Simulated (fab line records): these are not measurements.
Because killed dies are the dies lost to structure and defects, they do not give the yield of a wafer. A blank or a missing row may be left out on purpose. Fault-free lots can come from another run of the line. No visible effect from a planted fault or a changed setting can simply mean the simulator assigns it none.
Which of the tools did it? | flow berkeley cmos170 | Sampling: 13 lots, 39 wafers, 4 of 331 route steps

== WHAT THE GAUGES READ, wafer by wafer ==
UCB170_ACTIVE_CD_MEAS_13: target cd 1200 nm. Usual: cd nm reads 1200.4 nm (standard deviation 1.4).
lot  | measured    | on        | cd nm (nm)           | flag
L274 | day 5 00:44 | cd sem-01 | 1201.7 1201.2 1201.2 |
L276 | day 5 10:59 | cd sem-01 | 1201.4 1200.5 1201.9 |
L279 | day 5 20:29 | cd sem-01 | 1380.0 1381.3 1380.4 | OFF
L282 | day 6 18:17 | cd sem-02 | 1197.9 1199.4 1198.8 |
L284 | day 7 05:33 | cd sem-02 | 1200.7 1201.0 1201.2 |
L288 | day 7 23:09 | cd sem-02 | 1200.8 1200.7 1200.3 |
L290 | day 9 03:02 | cd sem-01 | 1202.5 1201.5 1202.9 |
L291 | day 9 03:20 | cd sem-02 | 1200.1 1201.2 1199.1 |
L292 | day 9 03:04 | cd sem-02 | 1201.5 1201.1 1200.5 |
L293 | day 9 03:37 | cd sem-02 | 1198.2 1198.4 1199.6 |
L295 | day 9 13:03 | cd sem-01 | 1200.3 1200.3 1200.7 |
L294 | day 9 13:18 | cd sem-02 | 1200.4 1201.2 1198.7 |
L297 | day 9 21:58 | cd sem-01 | 1199.6 1199.5 1199.2 |

UCB170_PLDD_CD_MEAS_06: target cd 1200 nm. Usual: cd nm reads 1200.2 nm (standard deviation 1.4).
lot  | measured     | on        | cd nm (nm)           | flag
L274 | day 7 09:50  | cd sem-02 | 1198.9 1199.0 1199.3 |
L276 | day 7 18:07  | cd sem-01 | 1199.1 1196.9 1198.7 |
L279 | day 8 14:23  | cd sem-01 | 1200.0 1200.1 1198.5 |
L282 | day 9 09:08  | cd sem-02 | 1199.5 1200.0 1198.2 |
L284 | day 10 07:39 | cd sem-02 | 1198.0 1198.3 1196.9 |
L288 | day 10 20:43 | cd sem-01 | 1199.5 1198.7 1198.5 |
L290 | day 11 18:23 | cd sem-01 | 1198.3 1199.9 1199.1 |
L291 | day 11 18:12 | cd sem-02 | 1198.2 1199.2 1197.9 |
L292 | day 11 18:38 | cd sem-01 | 1200.7 1199.9 1199.5 |
L293 | day 11 17:53 | cd sem-01 | 1202.1 1201.6 1202.8 |
L295 | day 11 21:47 | cd sem-01 | 1203.1 1200.9 1198.8 |
L294 | day 11 21:31 | cd sem-02 | 1200.2 1200.3 1201.1 |
L297 | day 12 09:13 | cd sem-01 | 1201.4 1201.2 1201.3 |

== WHICH TOOL RAN EACH LOT (tool, then ch and the chambers of the sampled wafers, then the start) ==
lot  | UCB170_ZERO_STRIP_07                | UCB170_ACTIVE_EXPOSE_10
L274 | plasma asher-04 ch 0,1, day 1 22:19 | krf scanner-02 ch 0, day 5 00:20
L276 | plasma asher-04 ch 0,1, day 2 09:17 | krf scanner-01 ch 0, day 5 10:19
L279 | plasma asher-03 ch 0,1, day 2 19:54 | krf scanner-02 ch 0, day 5 20:04
L282 | plasma asher-04 ch 0,1, day 3 12:14 | krf scanner-01 ch 0, day 6 17:54
L284 | plasma asher-01 ch 0,1, day 3 22:24 | krf scanner-02 ch 0, day 7 05:10
L288 | plasma asher-03 ch 0,1, day 4 21:10 | krf scanner-02 ch 0, day 7 22:42
L290 | plasma asher-03 ch 0,1, day 5 09:19 | krf scanner-02 ch 0, day 9 02:18
L291 | plasma asher-01 ch 0,1, day 5 09:36 | krf scanner-02 ch 0, day 9 02:54
L292 | plasma asher-03 ch 0, day 5 18:15   | krf scanner-01 ch 0, day 9 02:33
L293 | plasma asher-01 ch 0,1, day 5 18:27 | krf scanner-01 ch 0, day 9 03:08
L295 | plasma asher-01 ch 0,1, day 6 04:59 | krf scanner-02 ch 0, day 9 12:40
L294 | plasma asher-04 ch 0,1, day 6 05:10 | krf scanner-01 ch 0, day 9 12:54
L297 | plasma asher-04 ch 0, day 6 15:23   | krf scanner-02 ch 0, day 9 21:34
- UCB170_ZERO_STRIP_07: strips in O2.
- UCB170_ACTIVE_EXPOSE_10: exposes mask ACTIVE, target cd 1200 nm.

== WHAT THE TOOLS THEMSELVES READ (means of the sampled wafers that have a number; where no wafer has one, the mark that the record gives instead) ==
UCB170_ZERO_STRIP_07. Usual: chamber pressure mTorr 3500 mTorr, standard deviation 3.1; drypump motor current A 5.9 A, standard deviation 0.4; oes product au 0.726 a.u., standard deviation 0.0042; strip time to endpoint s 21.46 s, standard deviation 0.064.
lot  | tool            | chamber pressure mTorr (mTorr) | drypump motor current A (A) | oes product au (a.u.) | strip time to endpoint s (s) | flag
L274 | plasma asher-04 | 3496                           | 5.6                         | 0.728                 | 21.55                        |
L276 | plasma asher-04 | 3498                           | 5.5                         | 0.726                 | 21.53                        |
L279 | plasma asher-03 | 3498                           | 6.3                         | 0.723                 | 21.40                        |
L282 | plasma asher-04 | 3499                           | 5.5                         | 0.724                 | 21.45                        |
L284 | plasma asher-01 | 3501                           | 6.0                         | 0.727                 | 21.49                        |
L288 | plasma asher-03 | 3498                           | 6.0                         | 0.724                 | 21.48                        |
L290 | plasma asher-03 | 3498                           | 5.9                         | 0.730                 | 21.45                        |
L291 | plasma asher-01 | 3501                           | 5.9                         | 0.722                 | 21.49                        |
L292 | plasma asher-03 | 3500                           | 6.7                         | 0.731                 | 21.46                        |
L293 | plasma asher-01 | 3499                           | 5.9                         | 0.723                 | 21.49                        |
L295 | plasma asher-01 | 3498                           | 6.0                         | 0.725                 | 21.42                        |
L294 | plasma asher-04 | 3502                           | 5.5                         | 0.727                 | 21.41                        |
L297 | plasma asher-04 | 3498                           | 5.6                         | 0.726                 | 21.50                        |

== THE ANSWER, worked out from the rows above alone ==
Rule: take the mean of a lot's wafers that have a number; if it is more than 3 standard deviations from the usual mean, the lot is off. A lot without any number at a reading at which 4 lots or more have one is off too. The other lots that the step has rows for count as sound. First the gauges in route order, then the tools' own readings, where a lot's mean is used as printed above. The first step at which some lot is off is used, and at that step the reading that is off furthest; a lot without a number counts as furthest.
Off: L279, at UCB170_ACTIVE_CD_MEAS_13 (cd nm).
A tool fits if, at a process step before that reading, it ran every lot that is off, and no sound lot after the first of them. Those tools and the gauges at UCB170_ACTIVE_CD_MEAS_13 are tried in the same way. None of those tried fits.

== WHAT THE SIMULATOR PUT IN ==
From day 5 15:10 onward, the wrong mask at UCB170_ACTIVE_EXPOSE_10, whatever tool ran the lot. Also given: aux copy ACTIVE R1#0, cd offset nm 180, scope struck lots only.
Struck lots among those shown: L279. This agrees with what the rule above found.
